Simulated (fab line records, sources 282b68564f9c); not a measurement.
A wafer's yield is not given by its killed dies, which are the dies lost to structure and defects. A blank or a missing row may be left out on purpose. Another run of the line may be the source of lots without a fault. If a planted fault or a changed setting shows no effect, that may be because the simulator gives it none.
A single fault, viewed from 2 desks :: flow rit-cmos :: each desk has only its own numbers; what lay behind them comes last

## THE TOOL OWNER'S DESK: implanter-04
The tool's own readings at RIT_PWELL_IMPLANT_08, given as means over the sampled wafers that have a number, one for each lot that went through this tool. Marked OUT: a lot whose mean sits more than 4 standard deviations from the usual mean, which makes it out of limits; the brackets give that distance.
Columns: A = dose-ions-cm2 at RIT_PWELL_IMPLANT_08, usual 7e+13; B = faraday-current-uA at RIT_PWELL_IMPLANT_08, usual 222
lot: L529
first seen here: day 2 10:04
A: 7e+13
B: 221

lot: L534
first seen here: day 3 18:21
A: 7e+13
B: 221

lot: L540
first seen here: day 4 16:23
A: 1e+14 (+99 or more) OUT
B: 354 (+28) OUT

lot: L542
first seen here: day 5 02:28
A: 1e+14 (+99 or more) OUT
B: 354 (+28) OUT
This desk's finding: out of limits on L540, L542; first on L540, day 4 16:23 (dose-ions-cm2 at RIT_PWELL_IMPLANT_08). L529, L534 stayed within limits.

## METROLOGY DESK
What the gauges read for every lot (on any tool): the sampled wafers with a number, averaged. Marked OUT: a lot whose mean sits more than 4 standard deviations from the usual mean, which makes it out of limits; the brackets give that distance.
Columns: A = cd-nm at RIT_ACTIVE_CD_MEAS_11, usual 1399.6 nm; B = FIELD_OXIDE_LEFT_1_THK at RIT_FOX2_THK_MEAS_90, usual 323 nm; C = PWELL_TW at RIT_PWELL_TW_MEAS_10, usual 942; D = PWELL_RS at RIT_WELLDRIVE_RS_MEAS_02, usual 429.2 ohm/sq; E = PRETRO_TW at RIT_PRETRO_TW_MEAS_10, usual 475
lot: L528
first seen here: day 1 21:34
A: 1399.6
B: 321
C: 948
D: 429.2
E: 477

lot: L529
first seen here: day 2 00:47
A: 1397.7
B: 320
C: 953
D: 427.6
E: 474

lot: L530
first seen here: day 2 06:57
A: 1399.6
B: 328
C: 940
D: 429.0
E: 467

lot: L531
first seen here: day 2 10:26
A: 1397.7
B: 329
C: 944
D: 428.8
E: 465

lot: L532
first seen here: day 2 17:21
A: 1401.0
B: 329
C: 930
D: 428.3
E: 483

lot: L534
first seen here: day 3 07:38
A: 1399.5
B: 331
C: 966
D: 429.4
E: 480

lot: L535
first seen here: day 3 07:50
A: 1399.0
B: 316
C: 932
D: 427.3
E: 478

lot: L536
first seen here: day 3 14:37
A: 1398.5
B: 324
C: 967
D: 430.5
E: 478

lot: L539
first seen here: day 4 04:43
A: 1397.5
B: 324
C: 939
D: 430.2
E: 465

lot: L540
first seen here: day 4 07:53
A: 1396.1
B: 314
C: 1085 (+12) OUT
D: 320.1 (-84) OUT
E: 472

lot: L542
first seen here: day 4 17:28
A: 1404.1
B: 323
C: 1086 (+12) OUT
D: 320.7 (-83) OUT
E: 483

lot: L545
first seen here: day 5 09:11
A: 1398.9
B: 321
C: 939
D: 431.3
E: 472

lot: L548
first seen here: day 6 00:00
A: 1398.6
B: 316
C: 936
D: 429.7
E: 470

lot: L549
first seen here: day 6 04:37
A: 1399.5
B: 319
C: 934
D: 427.8
E: 482
This desk reports L540, L542 out of limits; the earliest was L540 at day 4 16:43 (PWELL_TW at RIT_PWELL_TW_MEAS_10). L528, L529, L530, L531, L532, L534, L535, L536, L539, L545, L548, L549 stayed within limits.

## BROUGHT TOGETHER
The tool owner's desk could have raised an alarm at day 4 16:23, on L540, L542.
L540, L542 would have let the metrology desk raise an alarm at day 4 16:43.
RIT_PWELL_IMPLANT_08 was run on implanter-04 by each of the lots named.

## WHAT THE SIMULATOR PUT IN
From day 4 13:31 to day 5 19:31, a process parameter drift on implanter-04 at RIT_PWELL_IMPLANT_08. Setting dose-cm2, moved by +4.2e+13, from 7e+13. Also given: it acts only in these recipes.
Lots struck among those shown: L540, L542.
Delay (hours) between the fault's onset and each desk's first out-of-limits reading: 3 at the tool owner's desk, 3 at the metrology desk.
